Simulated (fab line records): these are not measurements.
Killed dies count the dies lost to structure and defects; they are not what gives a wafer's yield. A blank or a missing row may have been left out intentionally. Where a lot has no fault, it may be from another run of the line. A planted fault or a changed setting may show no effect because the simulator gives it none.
fab line records	flow berkeley-cmos170	part 1 of 2: steps 1 to 40 of 44
record: lots: 6	wafers: 18	last-day: 10
route steps=331 shown CONTACT@226 M1@238 V1@254 M3@331
lots untouched by any fault: they come from a run of this same line in which no faults occurred
start-h: hours from the record's first day to the start of the lot's first wafer shown	wait-h: hours since the lot's step before	" as in the row above	L1.1+2: a row that stands for several wafers	- no value present, or no start provided	* or withheld: withheld	< > ~ a bound
route shown NAME@n: names a module that has steps shown in the file, with the first one's number in the route	usual: the fault-free wafers' mean and standard deviation	same: alike in all rows	chamber/n: place in a boat	sites: readings site by site	_std_site: how widely they spread, as a standard deviation	_edge_site: mean of outer sites minus mean of inner sites	radius-mm: for every site, how far away it sits from the centre of the wafer	mask NAME#n: copy n	behind: the most recent tool/chamber to have shaped the wafer	hold: the reason the lot was held/the length of the hold in hours/how it ended	device: the n, p or np transistor that did not switch	end of line: tests run on the same wafers once the route is complete	a step given without rows: its recipe and nothing more	killed: count of dies lost to structure and defects at first sort (not the wafer's yield)	map: shows each die of a wafer: x if killed, . if not, _ if none is there
set.NAME: the setting that was run; set.NAME@STEP: the one run at that earlier step	model.NAME: the simulator's own value behind a step, which no gauge read
lots at selected steps of the route; one table per step, one row per wafer
services: the hour from which a tool's chamber was out of use, counted from the record's first day as start-h (under 0 if before that day), plus the number of hours and why
== steps ==
step: UCB170_CONTACT_COAT_10
recipe: resist: KrF	spin-rpm: 1500	resist-thk-nm: 900
step: UCB170_CONTACT_SOFTBAKE_11
recipe: resist: KrF	temp-c: 130	time-s: 60
step: UCB170_CONTACT_EXPOSE_12
recipe: mask-id: CONT	target-cd-nm: 700	na: 0.5	sigma-outer: 0.6	source-shape: conventional	dose-mj: 35
step: UCB170_CONTACT_PEB_13
recipe: peb-temp-c: 130	peb-time-s: withheld	resist: KrF
step: UCB170_CONTACT_DEVELOP_14
recipe: developer: TMAH	develop-time-s: 45	resist: KrF	dev-temp-c: 21
step: UCB170_CONTACT_CD_MEAS_15
recipe: target-cd-nm: 700
usual: cd-nm: 699.9/1.8
lot.wafer	tool	chamber	start-h	wait-h	cd-nm
L133.1	cd-sem-02	-	153.17	-	701.3
L133.2	"	-	"	"	700.3
L133.6	"	-	"	"	702.1
L135.2	cd-sem-02	-	165.45	-	702.8
L135.4	"	-	"	"	702.2
L135.6	"	-	"	"	701.9
L139.1	cd-sem-01	-	173.73	-	698.6
L139.3	"	-	"	"	697.7
L139.4	"	-	"	"	699.1
L141.2	cd-sem-02	-	197.00	-	702.0
L141.3	"	-	"	"	701.5
L141.6	"	-	"	"	701.5
L148.2	cd-sem-01	-	212.62	-	703.5
L148.3	"	-	"	"	704.0
L148.6	"	-	"	"	702.2
L149.1	cd-sem-01	-	221.40	-	702.7
L149.2	"	-	"	"	703.1
L149.6	"	-	"	"	701.7
step: UCB170_CONTACT_OVL_MEAS_16
usual: CONTACT_OVL: 0/5.3
lot.wafer	tool	chamber	start-h	wait-h	CONTACT_OVL[nm]
L133.1	overlay-01	-	153.29	0.1	-2
L133.2	"	-	"	"	1
L133.6	"	-	"	"	1
L135.2	overlay-01	-	165.55	0.1	8
L135.4	"	-	"	"	8
L135.6	"	-	"	"	6
L139.1	overlay-01	-	173.85	0.1	-10
L139.3	"	-	"	"	-3
L139.4	"	-	"	"	-6
L141.2	overlay-02	-	197.11	0.1	-7
L141.3	"	-	"	"	-1
L141.6	"	-	"	"	-8
L148.2	overlay-02	-	212.72	0.1	-6
L148.3	"	-	"	"	4
L148.6	"	-	"	"	-3
L149.1	overlay-01	-	221.52	0.1	1
L149.2	"	-	"	"	6
L149.6	"	-	"	"	-1
step: UCB170_CONTACT_ETCH_17
recipe: chemistry: N2/H2	target-depth-a: withheld	overetch-a: withheld	target: BARC	time-s: withheld	source-w: 500	bias-w: 100	pressure-mtorr: 30	n2-flow-sccm: 100	h2-flow-sccm: 200
usual: drypump-motor-current-A: 5.8/0.43	oes-product-au: 0.997/0.021	throttle-valve-pct: 13.25/0.17
lot.wafer	tool	chamber	start-h	wait-h	drypump-motor-current-A	oes-product-au	throttle-valve-pct
L133.1	rie-diel-03	1	153.32	0.0	5.3	0.993	13.25
L133.2	"	3	"	"	6.6	0.998	13.48
L133.6	"	1	"	"	5.4	1.001	13.24
L135.2	rie-diel-04	1	165.58	0.0	6.4	0.981	12.97
L135.4	"	0	"	"	6.3	0.959	13.01
L135.6	"	1	"	"	6.4	0.981	12.97
L139.1	rie-diel-04	3	173.88	0.0	5.4	1.042	13.36
L139.3	"	2	"	"	5.5	1.008	13.47
L139.4	"	0	"	"	6.2	0.970	13.02
L141.2	rie-diel-04	3	197.14	0.0	5.5	1.029	13.36
L141.3	"	2	"	"	5.5	1.009	13.48
L141.6	"	0	"	"	6.3	0.954	13.02
L148.2	rie-diel-04	1	212.75	0.0	6.4	0.995	12.97
L148.3	"	3	"	"	5.4	1.032	13.35
L148.6	"	0	"	"	6.2	0.966	13.02
L149.1	rie-diel-03	0	221.55	0.0	5.3	0.969	13.28
L149.2	"	2	"	"	5.6	1.009	13.36
L149.6	"	0	"	"	5.3	0.967	13.29
step: UCB170_CONTACT_ETCH_18
recipe: chemistry: CHF3/CF4/Ar	target: PSG	stop-on: TiSi2	CHF3_flow_sccm: 45	cf4-flow-sccm: 15	Ar_flow_sccm: 150	pressure-mtorr: 200	rf-w: 700	target-depth-a: 8400	over-etch-frac: 0.2	time-s: 195
step: UCB170_CONTACT_STRIP_19
recipe: chemistry: O2	power-w: 400	pressure-mtorr: 3500	platen-temp-c: withheld	o2-flow-sccm: 400	overash-fraction: 0.5
usual: drypump-motor-current-A: 5.7/0.35	o2-flow-sccm: 400.0/1.3	oes-product-au: 0.725/0.0045
same: overash-fraction: 0.5
lot.wafer	tool	chamber	start-h	wait-h	drypump-motor-current-A	o2-flow-sccm	oes-product-au	rf-hours-counter-h
L133.1	plasma-asher-03	1	153.49	-	5.2	397.9	0.724	47
L133.2	"	0	"	"	6.4	401.4	0.722	47
L133.6	"	0	"	"	6.4	398.2	0.719	-
L135.2	plasma-asher-02	0	165.75	-	5.7	401.8	0.724	49
L135.4	"	0	"	"	5.6	401.0	0.730	-
L135.6	"	0	"	"	5.7	400.4	0.716	-
L139.1	plasma-asher-04	0	174.05	-	5.8	401.2	0.732	32
L139.3	"	1	"	"	5.7	400.9	0.731	-
L139.4	"	0	"	"	5.8	397.2	0.730	-
L141.2	plasma-asher-03	1	197.30	-	5.2	399.5	0.718	52
L141.3	"	0	"	"	6.4	399.5	0.720	-
L141.6	"	1	"	"	5.3	400.7	0.722	-
L148.2	plasma-asher-03	0	212.92	-	6.4	400.1	0.722	53
L148.3	"	0	"	"	6.4	400.7	0.725	-
L148.6	"	0	"	"	6.4	400.9	0.728	-
L149.1	plasma-asher-02	0	221.72	-	5.7	399.9	0.730	55
L149.2	"	1	"	"	5.3	399.4	0.734	55
L149.6	"	1	"	"	5.3	399.7	0.736	-
step: UCB170_CONTACT_CD_MEAS_90
recipe: target-cd-nm: 700
usual: cd-nm: 700.0/1.9
lot.wafer	tool	chamber	start-h	wait-h	cd-nm
L133.1	cd-sem-01	-	153.59	0.1	701.6
L133.2	"	-	"	"	700.6
L133.6	"	-	"	"	702.2
L135.2	cd-sem-01	-	165.87	0.1	702.8
L135.4	"	-	"	"	701.5
L135.6	"	-	"	"	701.8
L139.1	cd-sem-02	-	174.15	0.1	699.2
L139.3	"	-	"	"	697.9
L139.4	"	-	"	"	699.2
L141.2	cd-sem-02	-	197.42	0.1	701.8
L141.3	"	-	"	"	701.0
L141.6	"	-	"	"	700.7
L148.2	cd-sem-02	-	213.04	0.1	704.3
L148.3	"	-	"	"	704.5
L148.6	"	-	"	"	701.7
L149.1	cd-sem-01	-	221.82	0.1	702.9
L149.2	"	-	"	"	703.8
L149.6	"	-	"	"	701.6
step: UCB170_CONTACT_CLEAN_20
recipe: chemistry: SPM	temp-c: 120	time-s: 600
step: UCB170_M1_SPUTTER_00
recipe: material: Al	target-thk-nm: 600	time-s: 80	power-w: 6000	chamber-pressure-pa: 0.5
usual: throttle-valve-pct: 30.3/0.96
lot.wafer	tool	chamber	start-h	wait-h	throttle-valve-pct	model.Al_of_M1_SPUTTER_00.thk-nm
L133.1	pvd-sputter-04	-	154.05	0.0	29.0	602.8
L133.2	"	-	"	"	32.3	603.9
L133.6	"	-	"	"	30.8	596.9
L135.2	pvd-sputter-04	-	166.16	0.0	32.1	594
L135.4	"	-	"	"	28.9	595.5
L135.6	"	-	"	"	29.0	591.6
L139.1	pvd-sputter-04	-	174.46	0.0	32.1	599.4
L139.3	"	-	"	"	28.9	596.6
L139.4	"	-	"	"	31.1	312.1
L141.2	pvd-sputter-04	-	197.70	0.0	30.7	320.6
L141.3	"	-	"	"	29.8	607.6
L141.6	"	-	"	"	29.0	605.5
L148.2	pvd-sputter-02	-	213.32	0.0	31.1	588.3
L148.3	"	-	"	"	31.2	591.9
L148.6	"	-	"	"	31.0	584.6
L149.1	pvd-sputter-03	-	222.11	0.0	30.0	602.6
L149.2	"	-	"	"	29.4	602.4
L149.6	"	-	"	"	29.0	604.5
step: UCB170_M1_RS_MEAS_01
recipe: thk-meas-gauge: four-point-probe	reads: Al_of_M1_SPUTTER_00
usual: M1_AL_RS: 0.0486/0.00049
lot.wafer	tool	chamber	start-h	wait-h	M1_AL_RS[ohm/sq]
L133.1	film-metro-03	-	154.11	0.0	0.0483
L133.2	"	-	"	"	0.0484
L133.6	"	-	"	"	0.0489
L135.2	film-metro-01	-	166.24	0.1	0.0490
L135.4	"	-	"	"	0.0488
L135.6	"	-	"	"	0.0492
L139.1	film-metro-04	-	174.52	0.0	0.0486
L139.3	"	-	"	"	0.0488
L139.4	"	-	"	"	0.0945
L141.2	film-metro-03	-	197.78	0.1	0.0923
L141.3	"	-	"	"	0.0479
L141.6	"	-	"	"	0.0481
L148.2	film-metro-03	-	213.40	0.1	0.0495
L148.3	"	-	"	"	0.0492
L148.6	"	-	"	"	0.0499
L149.1	film-metro-01	-	222.18	0.0	0.0482
L149.2	"	-	"	"	0.0482
L149.6	"	-	"	"	0.0481
step: UCB170_M1_THK_MEAS_02
recipe: thk-meas-gauge: xrf	reads: Al_of_M1_SPUTTER_00
usual: M1_AL_THK: 596/6.2
lot.wafer	tool	chamber	start-h	wait-h	M1_AL_THK[nm]
L133.1	film-metro-03	-	154.23	0.1	597
L133.2	"	-	"	"	599
L133.6	"	-	"	"	591
L135.2	film-metro-01	-	166.35	0.1	595
L135.4	"	-	"	"	595
L135.6	"	-	"	"	592
L139.1	film-metro-04	-	174.64	0.1	596
L139.3	"	-	"	"	593
L139.4	"	-	"	"	310
L141.2	film-metro-03	-	197.89	0.1	318
L141.3	"	-	"	"	603
L141.6	"	-	"	"	603
L148.2	film-metro-03	-	213.51	0.1	583
L148.3	"	-	"	"	588
L148.6	"	-	"	"	581
L149.1	film-metro-01	-	222.30	0.1	602
L149.2	"	-	"	"	600
L149.6	"	-	"	"	602
step: UCB170_M1_COAT_03
recipe: resist: BARC	temp-c: withheld	time-s: withheld	spin-rpm: 3000	resist-thk-nm: withheld
step: UCB170_M1_COAT_04
recipe: resist: KrF	spin-rpm: 1500	resist-thk-nm: 900
step: UCB170_M1_SOFTBAKE_05
recipe: resist: KrF	temp-c: 130	time-s: 60
step: UCB170_M1_EXPOSE_06
recipe: mask-id: METAL1	target-cd-nm: 700	na: 0.5	sigma-outer: 0.6	source-shape: conventional	dose-mj: 21
step: UCB170_M1_PEB_07
recipe: peb-temp-c: 128.8	peb-time-s: withheld	resist: KrF
step: UCB170_M1_DEVELOP_08
recipe: developer: TMAH	develop-time-s: 45	resist: KrF	dev-temp-c: 21
step: UCB170_M1_CD_MEAS_09
recipe: target-cd-nm: 700
usual: cd-nm: 700.3/1.9
lot.wafer	tool	chamber	start-h	wait-h	cd-nm
L133.1	cd-sem-02	-	155.76	-	696.7
L133.2	"	-	"	"	697.4
L133.6	"	-	"	"	697.3
L135.2	cd-sem-02	-	167.67	-	699.9
L135.4	"	-	"	"	699.6
L135.6	"	-	"	"	700.9
L139.1	cd-sem-01	-	175.72	-	702.9
L139.3	"	-	"	"	702.8
L139.4	"	-	"	"	703.5
L141.2	cd-sem-02	-	199.08	-	699.6
L141.3	"	-	"	"	700.1
L141.6	"	-	"	"	699.4
L148.2	cd-sem-02	-	216.49	-	698.3
L148.3	"	-	"	"	699.9
L148.6	"	-	"	"	699.2
L149.1	cd-sem-02	-	223.82	-	698.8
L149.2	"	-	"	"	698.7
L149.6	"	-	"	"	700.1
step: UCB170_M1_OVL_MEAS_10
usual: M1_OVL: -1/4.8
lot.wafer	tool	chamber	start-h	wait-h	M1_OVL[nm]
L133.1	overlay-01	-	155.88	0.1	0
L133.2	"	-	"	"	5
L133.6	"	-	"	"	4
L135.2	overlay-02	-	167.77	0.1	3
L135.4	"	-	"	"	4
L135.6	"	-	"	"	5
L139.1	overlay-01	-	175.84	0.1	1
L139.3	"	-	"	"	-7
L139.4	"	-	"	"	2
L141.2	overlay-01	-	199.21	0.1	2
L141.3	"	-	"	"	-4
L141.6	"	-	"	"	3
L148.2	overlay-02	-	216.60	0.1	-8
L148.3	"	-	"	"	2
L148.6	"	-	"	"	2
L149.1	overlay-01	-	223.94	0.1	5
L149.2	"	-	"	"	-1
L149.6	"	-	"	"	-3
step: UCB170_M1_ETCH_11
recipe: chemistry: N2/H2	target-depth-a: withheld	overetch-a: withheld	target: BARC	time-s: withheld	source-w: 500	bias-w: 100	pressure-mtorr: 30	n2-flow-sccm: 100	h2-flow-sccm: 200
step: UCB170_M1_METAL_ETCH_12
recipe: chemistry: Cl2/BCl3	target: Al	stop-on: PSG	pressure-mtorr: 12	target-depth-a: 7800	over-etch-frac: 0.3	time-s: 130	icp-w: 600	bias-w: 120	Cl2_flow_sccm: 90	bcl3-flow-sccm: 45
usual: drypump-motor-current-A: 5.5/0.41	oes-product-au: 0.864/0.014	throttle-valve-pct: 24.46/0.22
lot.wafer	tool	chamber	start-h	wait-h	drypump-motor-current-A	oes-product-au	rf-hours-counter-h	throttle-valve-pct
L133.1	rie-metal-04	0	155.95	-	5.1	0.857	9	24.74
L133.2	"	1	"	"	5.8	0.867	3	24.33
L133.6	"	0	"	"	5.1	0.855	-	24.75
L135.2	rie-metal-04	0	167.84	-	5.1	0.853	9	24.76
L135.4	"	0	"	"	5.1	0.852	-	24.75
L135.6	"	1	"	"	5.7	0.861	-	24.33
L139.1	rie-metal-04	1	175.92	-	5.7	0.865	3	24.33
L139.3	"	1	"	"	5.8	0.871	-	24.32
L139.4	"	0	"	"	5.1	0.631	-	24.85
L141.2	rie-metal-04	1	199.29	-	5.8	0.641	4	24.42
L141.3	"	0	"	"	5.1	0.868	-	24.74
L141.6	"	1	"	"	5.8	0.879	-	24.32
L148.2	rie-metal-03	1	216.72	-	6.1	0.838	-	24.26
L148.3	"	1	"	"	6.1	0.847	-	24.26
L148.6	"	1	"	"	6.1	0.836	-	24.26
L149.1	rie-metal-03	1	224.02	-	6.1	0.856	9	24.25
L149.2	"	0	"	"	5.4	0.864	0	24.49
L149.6	"	1	"	"	6.1	0.851	-	24.25
step: UCB170_M1_STRIP_13
recipe: chemistry: O2	power-w: 400	pressure-mtorr: 3500	platen-temp-c: withheld	o2-flow-sccm: 400	overash-fraction: 0.5
usual: drypump-motor-current-A: 5.7/0.38	o2-flow-sccm: 400.0/1.2	oes-product-au: 0.720/0.0043
same: overash-fraction: 0.5
lot.wafer	tool	chamber	start-h	wait-h	drypump-motor-current-A	o2-flow-sccm	oes-product-au	rf-hours-counter-h
L133.1	plasma-asher-01	0	156.09	0.1	6.4	398.8	0.721	4
L133.2	"	1	"	"	5.7	398.9	0.715	4
L133.6	"	1	"	"	5.6	401.1	0.720	-
L135.2	plasma-asher-01	1	167.98	0.1	5.6	400.0	0.719	6
L135.4	"	0	"	"	6.4	400.6	0.721	-
L135.6	"	0	"	"	6.4	400.4	0.725	-
L139.1	plasma-asher-02	0	176.05	0.1	5.7	400.8	0.725	50
L139.3	"	1	"	"	5.3	398.2	0.722	-
L139.4	"	0	"	"	5.7	399.6	0.721	-
L141.2	plasma-asher-01	0	199.42	0.1	6.4	400.1	0.717	10
L141.3	"	0	"	"	6.5	399.4	0.721	-
L141.6	"	1	"	"	5.7	402.9	0.725	-
L148.2	plasma-asher-04	0	216.94	0.2	5.8	401.7	0.720	37
L148.3	"	1	"	"	5.7	400.2	0.722	-
L148.6	"	1	"	"	5.7	399.7	0.725	-
L149.1	plasma-asher-04	0	224.16	0.1	5.8	400.0	0.722	38
L149.2	"	1	"	"	5.7	400.2	0.732	38
L149.6	"	0	"	"	5.8	398.1	0.715	-
step: UCB170_M1_CD_MEAS_90
recipe: target-cd-nm: 700
usual: cd-nm: 700.7/2.5
lot.wafer	tool	chamber	start-h	wait-h	cd-nm
L133.1	cd-sem-01	-	156.19	0.1	697.7
L133.2	"	-	"	"	699.6
L133.6	"	-	"	"	697.2
L135.2	cd-sem-01	-	168.10	0.1	700.1
L135.4	"	-	"	"	697.9
L135.6	"	-	"	"	701.6
L139.1	cd-sem-02	-	176.15	0.1	705.2
L139.3	"	-	"	"	706.4
L139.4	"	-	"	"	705.4
L141.2	cd-sem-02	-	199.54	0.1	700.1
L141.3	"	-	"	"	700.1
L141.6	"	-	"	"	701.5
L148.2	cd-sem-01	-	217.06	0.1	701.0
L148.3	"	-	"	"	700.5
L148.6	"	-	"	"	702.3
L149.1	cd-sem-01	-	224.26	0.1	698.6
L149.2	"	-	"	"	701.5
L149.6	"	-	"	"	703.5
step: UCB170_M1_ANNEAL_14
recipe: temp-c: 400	time-s: 1200	ambient: forming-gas
step: UCB170_V1_CVD_00
recipe: material: SiO2	target-thk-nm: 2000	temp-c: 390	precursor: TEOS/O2	time-s: 250	rf-w: 550	pressure-mtorr: 9000
usual: heater-power-w: 255/57
lot.wafer	tool	chamber	start-h	wait-h	heater-power-w	since-wet-clean-h
L133.1	pecvd-03	1	159.73	0.0	234	345
L133.2	"	2	"	"	396	345
L133.6	"	0	"	"	333	-
L135.2	pecvd-01	2	170.85	0.0	256	21
L135.4	"	2	"	"	176	-
L135.6	"	1	"	"	339	-
L139.1	pecvd-04	0	178.95	0.2	290	150
L139.3	"	2	"	"	210	150
L139.4	"	0	"	"	206	-
L141.2	pecvd-03	2	202.70	0.0	385	388
L141.3	"	1	"	"	262	388
L141.6	"	2	"	"	309	-
L148.2	pecvd-03	0	219.75	0.0	349	405
L148.3	"	1	"	"	184	-
L148.6	"	0	"	"	326	-
L149.1	pecvd-03	1	228.42	0.0	253	414
L149.2	"	0	"	"	290	414
L149.6	"	0	"	"	253	-
step: UCB170_V1_THK_MEAS_01
recipe: reads: SiO2_of_V1_CVD_00
usual: V1_TEOS_THK: 2009/23
lot.wafer	tool	chamber	start-h	wait-h	V1_TEOS_THK[nm]
L133.1	film-metro-02	-	159.89	0.1	2033
L133.2	"	-	"	"	1997
L133.6	"	-	"	"	2058
L135.2	film-metro-04	-	171.09	0.2	1965
L135.4	"	-	"	"	2008
L135.6	"	-	"	"	2022
L139.1	film-metro-04	-	179.11	0.1	2015
L139.3	"	-	"	"	2020
L139.4	"	-	"	"	2008
L141.2	film-metro-04	-	202.86	0.1	1949
L141.3	"	-	"	"	1971
L141.6	"	-	"	"	1992
L148.2	film-metro-01	-	219.99	0.2	1988
L148.3	"	-	"	"	2026
L148.6	"	-	"	"	2043
L149.1	film-metro-01	-	228.65	0.2	1978
L149.2	"	-	"	"	1978
L149.6	"	-	"	"	2026
step: UCB170_V1_CMP_02
recipe: material: SiO2	down-force-psi: 6	platen-rpm: 60	pad-velocity-m-s: 0.75398
usual: motor-current-A: 17.1/1
lot.wafer	tool	chamber	start-h	wait-h	motor-current-A
L133.1	cmp-01	2	160.00	0.1	15.4
L133.2	"	3	"	"	16.5
L133.6	"	1	"	"	16.5
L135.2	cmp-02	1	171.19	0.1	16.1
L135.4	"	2	"	"	17.6
L135.6	"	1	"	"	16.3
L139.1	cmp-01	3	179.40	0.3	15.7
L139.3	"	0	"	"	18.4
L139.4	"	1	"	"	16.9
L141.2	cmp-02	0	203.21	0.3	17.7
L141.3	"	2	"	"	18.3
L141.6	"	1	"	"	16.2
L148.2	cmp-02	2	220.14	0.1	17.8
L148.3	"	3	"	"	17.4
L148.6	"	1	"	"	16.7
L149.1	cmp-02	2	228.71	0.1	17.3
L149.2	"	1	"	"	15.3
L149.6	"	2	"	"	16.9
step: UCB170_V1_BOW_MEAS_03
recipe: mode: bow
usual: V1_BOW: 19/6.8
lot.wafer	tool	chamber	start-h	wait-h	V1_BOW[um]
L133.1	film-metro-04	-	160.25	0.2	17
L133.2	"	-	"	"	18
L133.6	"	-	"	"	11
L135.2	film-metro-02	-	171.46	0.2	24
L135.4	"	-	"	"	19
L135.6	"	-	"	"	13
L139.1	film-metro-02	-	179.65	0.2	18
L139.3	"	-	"	"	32
L139.4	"	-	"	"	22
L141.2	film-metro-02	-	203.53	0.3	16
L141.3	"	-	"	"	17
L141.6	"	-	"	"	21
L148.2	film-metro-04	-	220.36	0.2	16
L148.3	"	-	"	"	11
L148.6	"	-	"	"	23
L149.1	film-metro-02	-	229.01	0.2	20
L149.2	"	-	"	"	31
L149.6	"	-	"	"	19
step: UCB170_V1_THK_MEAS_04
recipe: reads: SiO2_of_V1_CVD_00
usual: V1_POLISHED_THK: 1016.8/1.1
lot.wafer	tool	chamber	start-h	wait-h	V1_POLISHED_THK[nm]
L133.1	film-metro-04	-	160.37	0.1	1017.6
L133.2	"	-	"	"	1016.6
L133.6	"	-	"	"	1016.5
L135.2	film-metro-02	-	171.57	0.1	1019.3
L135.4	"	-	"	"	1019.7
L135.6	"	-	"	"	1018.8
L139.1	film-metro-02	-	179.77	0.1	1015.1
L139.3	"	-	"	"	1017.7
L139.4	"	-	"	"	1016.3
L141.2	film-metro-02	-	203.64	0.1	1016.7
L141.3	"	-	"	"	1016.1
L141.6	"	-	"	"	1015.9
L148.2	film-metro-04	-	220.47	0.1	1018.2
L148.3	"	-	"	"	1016.2
L148.6	"	-	"	"	1017.8
L149.1	film-metro-02	-	229.13	0.1	1015.0
L149.2	"	-	"	"	1015.8
L149.6	"	-	"	"	1014.8
step: UCB170_V1_CLEAN_05
recipe: chemistry: DIW
step: UCB170_V1_HMDS_06
recipe: prime-time-s: 60	prime-temp-c: 100
step: UCB170_V1_COAT_07
recipe: resist: KrF	spin-rpm: 1500	resist-thk-nm: 900
step: UCB170_V1_SOFTBAKE_08
recipe: resist: KrF	temp-c: 130	time-s: 60
step: UCB170_V1_EXPOSE_09
recipe: mask-id: VIA1	target-cd-nm: 700	na: 0.5	sigma-outer: 0.6	source-shape: conventional	dose-mj: 37
step: UCB170_V1_PEB_10
recipe: peb-temp-c: 130	peb-time-s: withheld	resist: KrF
step: UCB170_V1_DEVELOP_11
recipe: developer: TMAH	develop-time-s: 45	resist: KrF	dev-temp-c: 21
== key ==
first-sign: step: UCB170_M1_RS_MEAS_01	reading: M1_AL_RS	direction: up	sigmas: 91	usual: 0.0486	struck: 0.0934
effect: step: UCB170_M1_THK_MEAS_02	reading: M1_AL_THK	direction: down	sigmas: 45	usual: 596	struck: 314
effect: step: UCB170_M1_METAL_ETCH_12	reading: oes-product-au	direction: down	sigmas: 16	usual: 0.864	struck: 0.636
model-effect: step: UCB170_M1_SPUTTER_00	value: Al_of_M1_SPUTTER_00.thk-nm	without: 601.5	struck: 316.3
model-effect: step: UCB170_V1_ETCH_14	value: Al_of_M1_SPUTTER_00.thk-nm	without: 601.4	struck: 316.2
model-effect: step: UCB170_M3_PROBE_99	value: etest.contact-ppoly.rc-ohm	without: 1.713	struck: 1.776
met-at UCB170_M1_SPUTTER_00
struck-wafers L139.4,L141.2
onset-between 154.05 174.46
fault: kind: process-parameter-drift	tool: pvd-sputter-04	chamber: -	onset-h: 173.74	steps: UCB170_M1_SPUTTER_00	channel: target-thk-nm	offset: -285.19	shape: step	end-h: 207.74	acts-in: these-recipes-only	stated: 600	scope: struck-wafers-only
